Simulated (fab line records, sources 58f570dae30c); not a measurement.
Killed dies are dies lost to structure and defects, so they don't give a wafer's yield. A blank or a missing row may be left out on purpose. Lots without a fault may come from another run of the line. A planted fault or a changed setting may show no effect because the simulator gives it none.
A struck lot beside a sound one | flow berkeley_cmos170 | 14 steps out of a route of 331
Sound: wafers L502.1, L502.2, L502.6. Struck: wafers L520.1, L520.2, L520.3. The cause comes at the end.
At each step with rows: each side's tool, then ch and its chambers, then its first start. Under that, the readings that differ: sound wafers | struck wafers | difference of the means | sigmas: that difference in standard deviations of wafers without a fault.
alike: readings whose means differ by less than 2 such deviations, and words and numbers that are the same on both sides. not compared: withheld readings, readings that some wafer has no value for, bounds like >300 that may hide the same value, and numbers for which the record gives no deviation and whose values overlap.
The two part at a step that has a row with sigmas, a row that says differs or no value, or rows on one side only. Numbers that don't overlap but have no deviation are shown without sigmas and don't part them. A reading that every wafer of one side lacks parts them only if that side has two wafers or more.

UCB170_M1_RS_MEAS_01: measures by four-point-probe.
  sound on film_metro-03, day 7 17:26; struck on film_metro-03, day 11 17:24
  alike: M1_AL_RS
UCB170_M1_THK_MEAS_02: measures by xrf.
  sound on film_metro-03, day 7 17:33; struck on film_metro-03, day 11 17:31
  alike: M1_AL_THK
then, 6 steps without rows for these wafers: UCB170_M1_COAT_03; UCB170_M1_COAT_04 (resist thk 900 nm); UCB170_M1_SOFTBAKE_05 (time 60 s); UCB170_M1_EXPOSE_06 (exposes mask METAL1, target cd 700 nm); UCB170_M1_PEB_07; UCB170_M1_DEVELOP_08 (develop time 45 s).
UCB170_M1_CD_MEAS_09: target cd 700 nm.
  sound on cd_sem-01, day 7 18:50; struck on cd_sem-02, day 11 19:04
  alike: cd_nm
UCB170_M1_OVL_MEAS_10:
  sound on overlay-02, day 7 18:57; struck on overlay-01, day 11 19:11
  alike: M1_OVL
UCB170_M1_ETCH_11: etches BARC in N2/H2.
  sound on rie_diel-04 ch 0,1,3, day 7 18:59; struck on rie_diel-01 ch 0,2,3, day 11 19:14
  alike: drypump_motor_current_A, oes_product_au, throttle_valve_pct
UCB170_M1_METAL_ETCH_12: etches Al in Cl2/BCl3, stops on PSG, target depth 780 nm, time 130 s.
  sound on rie_metal-03 ch 0,1, day 7 19:01; struck on rie_metal-03 ch 0,1, day 11 19:16
  alike: drypump_motor_current_A, oes_product_au, throttle_valve_pct
  not compared: rf_hours_counter_h
UCB170_M1_STRIP_13: strips in O2.
  sound on plasma_asher-04 ch 0,1, day 7 19:10; struck on plasma_asher-02 ch 0,1, day 11 19:24
  no value came back on the struck wafers for chamber_pressure_mTorr (mTorr), drypump_motor_current_A (A), oes_product_au (a.u.); on the sound wafers chamber_pressure_mTorr (mTorr) reads 3503 3496 3498
  reading                             | sound | struck          | difference | sigmas
  model.KrF_of_M1_COAT_04.thk_nm (nm) | 0 0 0 | 440.4 441 442.4 | +441.3     |
  not compared: rf_hours_counter_h
UCB170_M1_CD_MEAS_90: target cd 700 nm.
  sound on cd_sem-01, day 7 19:16; struck on cd_sem-01, day 11 19:30
  alike: cd_nm

WHERE THEY PART
Only at UCB170_M1_STRIP_13, within this record. Later steps at which nothing parts them and some readings are alike: UCB170_M1_CD_MEAS_90.

WHY: what the simulator had put in
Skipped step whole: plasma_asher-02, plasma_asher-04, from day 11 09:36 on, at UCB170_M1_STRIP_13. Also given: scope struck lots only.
